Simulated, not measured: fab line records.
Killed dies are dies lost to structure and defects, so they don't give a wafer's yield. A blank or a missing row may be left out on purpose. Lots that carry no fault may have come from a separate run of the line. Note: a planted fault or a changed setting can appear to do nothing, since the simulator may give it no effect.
What tool caused it? :: flow berkeleyCmos170 :: Sampling: 14 lots, 42 wafers, 2 of 331 route steps

WHAT THE GAUGES SHOWED, per wafer
UCB170_M1_CD_MEAS_90: target cd 700 nm.
lot: L110
measured: day 7 05:01
on: cdSem-01
cdNm (nm): 701.1 700.1 704.4

lot: L112
measured: day 7 20:10
on: cdSem-01
cdNm (nm): 698.2 700.2 700.1

lot: L115
measured: day 8 12:58
on: cdSem-01
cdNm (nm): 697.9 700.1 699.5

lot: L114
measured: day 8 13:49
on: cdSem-01
cdNm (nm): 700.3 702.7 702.0

lot: L117
measured: day 8 22:23
on: cdSem-01
cdNm (nm): 698.0 698.2 698.4

lot: L118
measured: day 9 05:50
on: cdSem-01
cdNm (nm): 699.5 699.5 701.0

lot: L119
measured: day 9 06:38
on: cdSem-01
cdNm (nm): 701.2 700.9 698.3

lot: L122
measured: day 9 18:36
on: cdSem-01
cdNm (nm): 701.0 701.1 699.6

lot: L120
measured: day 9 19:14
on: cdSem-01
cdNm (nm): 701.3 699.1 700.2

lot: L123
measured: day 9 19:34
on: cdSem-01
cdNm (nm): 701.2 699.1 700.7

lot: L121
measured: day 9 20:23
on: cdSem-01
cdNm (nm): 702.1 701.4 701.9

lot: L127
measured: day 10 11:17
on: cdSem-02
cdNm (nm): 701.2 699.3 698.7

lot: L129
measured: day 11 12:31
on: cdSem-01
cdNm (nm): 714.0 711.6 713.1

lot: L131
measured: day 11 14:18
on: cdSem-02
cdNm (nm): 713.7 713.2 714.7

WHICH TOOL RAN EACH LOT (tool, then ch and the chambers of the sampled wafers, then the start)
lot: L110
UCB170_M1_METAL_ETCH_12: rieMetal-01 ch 0,1, day 7 04:46

lot: L112
UCB170_M1_METAL_ETCH_12: rieMetal-01 ch 0,1, day 7 19:53

lot: L115
UCB170_M1_METAL_ETCH_12: rieMetal-04 ch 1, day 8 12:43

lot: L114
UCB170_M1_METAL_ETCH_12: rieMetal-02 ch 0,1, day 8 13:34

lot: L117
UCB170_M1_METAL_ETCH_12: rieMetal-02 ch 0,1, day 8 22:10

lot: L118
UCB170_M1_METAL_ETCH_12: rieMetal-01 ch 0,1, day 9 05:32

lot: L119
UCB170_M1_METAL_ETCH_12: rieMetal-04 ch 1, day 9 06:07

lot: L122
UCB170_M1_METAL_ETCH_12: rieMetal-02 ch 0,1, day 9 18:17

lot: L120
UCB170_M1_METAL_ETCH_12: rieMetal-01 ch 0,1, day 9 18:54

lot: L123
UCB170_M1_METAL_ETCH_12: rieMetal-02 ch 0,1, day 9 19:20

lot: L121
UCB170_M1_METAL_ETCH_12: rieMetal-04 ch 1, day 9 19:57

lot: L127
UCB170_M1_METAL_ETCH_12: rieMetal-01 ch 0,1, day 10 11:04

lot: L129
UCB170_M1_METAL_ETCH_12: rieMetal-02 ch 0,1, day 11 12:17

lot: L131
UCB170_M1_METAL_ETCH_12: rieMetal-02 ch 0,1, day 11 14:03
- UCB170_M1_METAL_ETCH_12: etches Al in Cl2/BCl3, stops on PSG, target depth 780 nm, time 130 s.

AS READ BY THE TOOLS THEMSELVES (means over the sampled wafers that have a number; for cases with no such wafer, the mark the record gives instead)
UCB170_M1_METAL_ETCH_12.
lot: L110
tool: rieMetal-01
drypumpMotorCurrentA (A): 5.26
oesProductAu (a.u.): 0.851
rfFwdPowerW (W): 600.2
throttleValvePct (%): 24.46

lot: L112
tool: rieMetal-01
drypumpMotorCurrentA (A): 5.23
oesProductAu (a.u.): 0.859
rfFwdPowerW (W): 598.2
throttleValvePct (%): 24.45

lot: L115
tool: rieMetal-04
drypumpMotorCurrentA (A): 5.76
oesProductAu (a.u.): 0.887
rfFwdPowerW (W): 593.6
throttleValvePct (%): 24.28

lot: L114
tool: rieMetal-02
drypumpMotorCurrentA (A): 5.34
oesProductAu (a.u.): 0.863
rfFwdPowerW (W): 598.1
throttleValvePct (%): 24.40

lot: L117
tool: rieMetal-02
drypumpMotorCurrentA (A): 5.21
oesProductAu (a.u.): 0.883
rfFwdPowerW (W): 598.3
throttleValvePct (%): 24.34

lot: L118
tool: rieMetal-01
drypumpMotorCurrentA (A): 5.16
oesProductAu (a.u.): 0.850
rfFwdPowerW (W): 597.7
throttleValvePct (%): 24.36

lot: L119
tool: rieMetal-04
drypumpMotorCurrentA (A): 5.77
oesProductAu (a.u.): 0.897
rfFwdPowerW (W): 595.6
throttleValvePct (%): 24.28

lot: L122
tool: rieMetal-02
drypumpMotorCurrentA (A): 5.19
oesProductAu (a.u.): 0.876
rfFwdPowerW (W): 597.9
throttleValvePct (%): 24.34

lot: L120
tool: rieMetal-01
drypumpMotorCurrentA (A): 5.14
oesProductAu (a.u.): 0.849
rfFwdPowerW (W): 595.6
throttleValvePct (%): 24.35

lot: L123
tool: rieMetal-02
drypumpMotorCurrentA (A): 5.22
oesProductAu (a.u.): 0.868
rfFwdPowerW (W): 595.7
throttleValvePct (%): 24.35

lot: L121
tool: rieMetal-04
drypumpMotorCurrentA (A): 5.74
oesProductAu (a.u.): 0.890
rfFwdPowerW (W): 595.7
throttleValvePct (%): 24.29

lot: L127
tool: rieMetal-01
drypumpMotorCurrentA (A): 5.23
oesProductAu (a.u.): 0.846
rfFwdPowerW (W): 596.9
throttleValvePct (%): 24.46

lot: L129
tool: rieMetal-02
drypumpMotorCurrentA (A): 5.22
oesProductAu (a.u.): 0.790
rfFwdPowerW (W): 359.0
throttleValvePct (%): 24.39

lot: L131
tool: rieMetal-02
drypumpMotorCurrentA (A): 5.34
oesProductAu (a.u.): 0.790
rfFwdPowerW (W): 358.9
throttleValvePct (%): 24.44

THE ANSWER, worked out from the rows above alone
Rule: the usual values come from the lots themselves. The widest of any qualifying gaps counts: lots, ordered by their means at a reading, are off when they make up no more than a third of the lots, leave a main group of 4 or more, and stand apart from it by 3 or more times the standard deviation of that group's means. If all means in a main group match to the digits the tables above print for the reading, that group is not used. Also off: a lot with no number at a reading for which 4 or more lots have one. The other lots that the step has rows for count as sound. The gauges are gone through in route order, then the tools' own readings, and for those a lot's mean is taken as printed above. The first step at which some lot is off is used, and at that step the reading that is off furthest; a lot without a number counts as furthest.
Off: L129, L131, at UCB170_M1_CD_MEAS_90 (cdNm). The main group has a mean of 700.3 nm with a standard deviation of 1.1.
If a tool, at a process step before that reading, ran all the lots that are off and no sound lot after the first of them, it fits. The gauges at UCB170_M1_CD_MEAS_90 aren't tried: what is off there is off at UCB170_M1_METAL_ETCH_12 too, on other tools, and a gauge's error can't cause that. One candidate fits, namely rieMetal-02 at UCB170_M1_METAL_ETCH_12. A fault onset in the window from L123 (day 9 19:20, its last sound lot) to L129 (day 11 12:17, its first lot off) fits.
The tool's own readings at UCB170_M1_METAL_ETCH_12 bear it out: on the lots that are off they differ by more than 5 times the standard deviation of the sound lots' means. rfFwdPowerW reads 358.9 W there against 597.0 W on the sound lots.

WHAT THE SIMULATOR HAD PUT IN
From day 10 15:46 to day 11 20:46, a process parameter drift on rieMetal-02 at UCB170_M1_METAL_ETCH_12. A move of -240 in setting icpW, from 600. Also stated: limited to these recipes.
Lots struck among those shown: L129, L131. The rule above reached the same finding.
